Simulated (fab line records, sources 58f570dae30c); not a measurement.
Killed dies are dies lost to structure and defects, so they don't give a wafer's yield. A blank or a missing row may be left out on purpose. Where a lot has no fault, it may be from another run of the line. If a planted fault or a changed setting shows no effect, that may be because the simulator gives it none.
What tool caused it?    flow berkeleyCmos170    15 lots with 45 wafers sampled at 3 steps, on a route of 331 steps

## WHAT THE GAUGES SHOWED, per wafer
UCB170_CONTACT_CD_MEAS_15 targets a cd of 700 nm.
lot   measured      on        cdNm (nm)
L475  day 6 19:09   cdSem-01  699.3 698.9 698.8
L476  day 6 22:36   cdSem-01  701.0 701.5 700.4
L473  day 6 23:10   cdSem-02  697.4 697.8 699.9
L479  day 7 16:20   cdSem-02  699.7 699.8 699.9
L478  day 7 19:50   cdSem-01  699.6 701.5 700.1
L481  day 8 01:32   cdSem-01  700.7 701.1 700.6
L486  day 9 01:01   cdSem-01  702.0 698.5 700.5
L488  day 10 01:50  cdSem-02  699.4 699.3 698.5
L491  day 10 08:55  cdSem-01  698.4 698.5 696.7
L489  day 10 09:07  cdSem-02  699.0 699.0 700.4
L494  day 10 22:53  cdSem-01  700.0 701.9 701.7
L492  day 11 03:24  cdSem-02  698.6 699.6 698.4
L493  day 11 03:35  cdSem-02  700.6 702.9 702.5
L495  day 11 08:50  cdSem-01  698.0 700.4 699.6
L496  day 11 18:21  cdSem-02  698.3 700.8 700.3

UCB170_M2_OVL_MEAS_16.
lot   measured      on          M2_OVL (nm)
L475  day 7 10:40   overlay-01  -3 1 2
L476  day 7 12:31   overlay-01  -7 -6 -1
L473  day 7 13:02   overlay-01  -1 1 1
L479  day 8 06:34   overlay-02  -7 1 -4
L478  day 8 06:58   overlay-01  -2 5 0
L481  day 8 15:43   overlay-02  -5 1 -3
L486  day 9 10:14   overlay-01  1 -4 -3
L488  day 10 17:19  overlay-02  -6 1 -2
L491  day 10 21:48  overlay-01  0 7 4
L489  day 10 21:25  overlay-02  1 1 0
L494  day 11 10:44  overlay-02  4 0 3
L492  day 11 15:16  overlay-01  0 7 -1
L493  day 11 15:43  overlay-02  6 3 -1
L495  day 11 18:01  overlay-01  0 5 3
L496  day 12 07:38  overlay-02  2 5 -1

## EACH LOT AND THE TOOL THAT RAN IT (in order: tool; ch and the chambers of the sampled wafers; start)
lot   UCB170_CONTACT_RTA_08
L475  rtpAnneal-02 ch 0, day 6 17:29
L476  rtpAnneal-02 ch 0, day 6 20:24
L473  rtpAnneal-02 ch 0, day 6 20:28
L479  rtpAnneal-01 ch 0, day 7 15:16
L478  rtpAnneal-01 ch 0, day 7 18:14
L481  rtpAnneal-02 ch 0, day 8 00:37
L486  rtpAnneal-01 ch 0, day 8 23:53
L488  rtpAnneal-01 ch 0, day 10 00:56
L491  rtpAnneal-02 ch 0, day 10 07:50
L489  rtpAnneal-01 ch 0, day 10 08:01
L494  rtpAnneal-02 ch 0, day 10 21:58
L492  rtpAnneal-01 ch 0, day 11 01:50
L493  rtpAnneal-02 ch 0, day 11 01:52
L495  rtpAnneal-01 ch 0, day 11 07:49
L496  rtpAnneal-02 ch 0, day 11 17:16
- UCB170_CONTACT_RTA_08: time 10 s.

## WHAT THE TOOLS THEMSELVES READ (means of the sampled wafers that have a number; where no wafer has one, the mark that the record gives instead)
UCB170_CONTACT_RTA_08.
lot   tool          lampPowerPct (%)  wafer_temp_C_max
L475  rtpAnneal-02  23.2              904.3
L476  rtpAnneal-02  23.2              905.0
L473  rtpAnneal-02  23.2              906.5
L479  rtpAnneal-01  22.3              903.8
L478  rtpAnneal-01  22.3              904.1
L481  rtpAnneal-02  23.2              905.6
L486  rtpAnneal-01  22.2              903.6
L488  rtpAnneal-01  22.3              903.5
L491  rtpAnneal-02  23.2              905.6
L489  rtpAnneal-01  22.3              904.3
L494  rtpAnneal-02  23.2              904.7
L492  rtpAnneal-01  22.3              904.2
L493  rtpAnneal-02  23.2              905.0
L495  rtpAnneal-01  22.2              903.9
L496  rtpAnneal-02  23.2              905.2

## THE ANSWER, worked out from the rows above alone
Rule: usual is defined by the lots themselves. Put in order of their means at a reading, lots are off if they are a third of the lots or fewer, leave a main group of 4 or more, and stand apart from it by a gap of 3 or more times the standard deviation of the main group's means; of several such gaps the widest counts. A main group is skipped when, at the precision printed for the reading in the tables above, its means are all equal. A lot without any number at a reading at which 4 lots or more have one is off too. Any other lot the step has rows for is counted as sound. The gauges are gone through in route order, then the tools' own readings, and for those a lot's mean is taken as printed above. At the first step where some lot is off, the reading lying furthest off is the one used; lots without a number count as furthest.
No lot is off at any reading shown: from this, nothing can be told.

## WHAT THE SIMULATOR HAD INSERTED
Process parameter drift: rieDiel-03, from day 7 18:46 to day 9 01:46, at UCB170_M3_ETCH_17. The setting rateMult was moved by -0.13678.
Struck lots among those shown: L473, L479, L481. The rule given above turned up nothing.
